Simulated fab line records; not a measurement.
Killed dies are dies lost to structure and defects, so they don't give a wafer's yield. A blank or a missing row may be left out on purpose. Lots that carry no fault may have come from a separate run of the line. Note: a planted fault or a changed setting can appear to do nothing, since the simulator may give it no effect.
2 desks looking at one fault + flow berkeley-cmos170 + numbers are kept per desk, each desk with only its own; the story behind them comes last

## FROM THE METROLOGY DESK
What the gauges read for every lot (on any tool): the sampled wafers with a number, averaged. If a lot's mean is further than 4 standard deviations from the usual mean, the lot is out of limits and carries the mark OUT (the distance appears in the brackets).
Columns: A = cd-nm at UCB170_M3_CD_MEAS_90, usual 699 nm
| lot  | first seen here | A   |
|------|-----------------|-----|
| L202 | day 8 20:37     | 697 |
| L203 | day 9 13:21     | 703 |
| L204 | day 9 14:50     | 697 |
| L205 | day 9 16:36     | 695 |
| L206 | day 10 03:09    | 706 |
| L208 | day 10 11:43    | 700 |
| L209 | day 10 11:49    | 695 |
| L207 | day 10 12:09    | 699 |
| L215 | day 11 07:28    | 701 |
| L213 | day 11 07:52    | 701 |
| L216 | day 11 19:49    | 702 |
| L219 | day 12 10:52    | 695 |
| L221 | day 12 22:11    | 702 |
| L222 | day 13 21:30    | 703 |
| L224 | day 13 21:31    | 697 |
This desk's finding: nothing out of limits on any of the 15 lots.

## DESK OF THE TOOL OWNER: rie-metal-01
The tool's own readings at UCB170_M3_METAL_ETCH_18 (etches Al in Cl2/BCl3, stops on SiO2, target depth 1170 nm, time 195 s): means of the sampled wafers that have a number, for each lot that ran on this tool. If a lot's mean is further than 4 standard deviations from the usual mean, the lot is out of limits and carries the mark OUT (the distance appears in the brackets).
Columns: A = drypump-motor-current-A at UCB170_M3_METAL_ETCH_18, usual 5.9 A; B = oes-product-au at UCB170_M3_METAL_ETCH_18, usual 0.860 a.u.; C = rf-fwd-power-W at UCB170_M3_METAL_ETCH_18, usual 598.0 W; D = run-length-s at UCB170_M3_METAL_ETCH_18, usual 224.0 s; E = throttle-valve-pct at UCB170_M3_METAL_ETCH_18, usual 24.58 %
| lot  | first seen here | A   | B                | C     | D                | E     |
|------|-----------------|-----|------------------|-------|------------------|-------|
| L203 | day 9 12:52     | 6.1 | 0.849            | 599.7 | 223.1            | 24.44 |
| L206 | day 10 02:50    | 6.1 | 0.858            | 600.8 | 223.2            | 24.50 |
| L209 | day 10 11:31    | 6.1 | 0.852            | 601.4 | 223.2            | 24.56 |
| L215 | day 11 07:07    | 6.1 | 0.908 (+4.4) OUT | -     | 215.6 (-7.6) OUT | 24.47 |
| L213 | day 11 07:33    | 6.1 | 0.900            | -     | 215.6 (-7.6) OUT | 24.48 |
| L216 | day 11 19:31    | 6.1 | 0.910 (+4.5) OUT | -     | 212.9 (-10) OUT  | 24.48 |
Finding of this desk: L213, L215, L216 out of limits; the first was L215 at day 11 07:07, on oes-product-au at UCB170_M3_METAL_ETCH_18. L203, L206, L209 stayed within limits.

## TAKEN TOGETHER
On L213, L215, L216, at day 11 07:07, an alarm was possible from the tool owner's desk.
From the metrology desk's view, nothing was out of limits.
The metrology desk has L213, L215, L216 on record, within its limits.
The lots listed all ran UCB170_M3_METAL_ETCH_18 on rie-metal-01.

## WHAT THE SIMULATOR PUT IN
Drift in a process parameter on rie-metal-01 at UCB170_M3_METAL_ETCH_18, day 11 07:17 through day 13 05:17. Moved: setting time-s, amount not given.
Shown lots that were struck: L213, L215, L216.
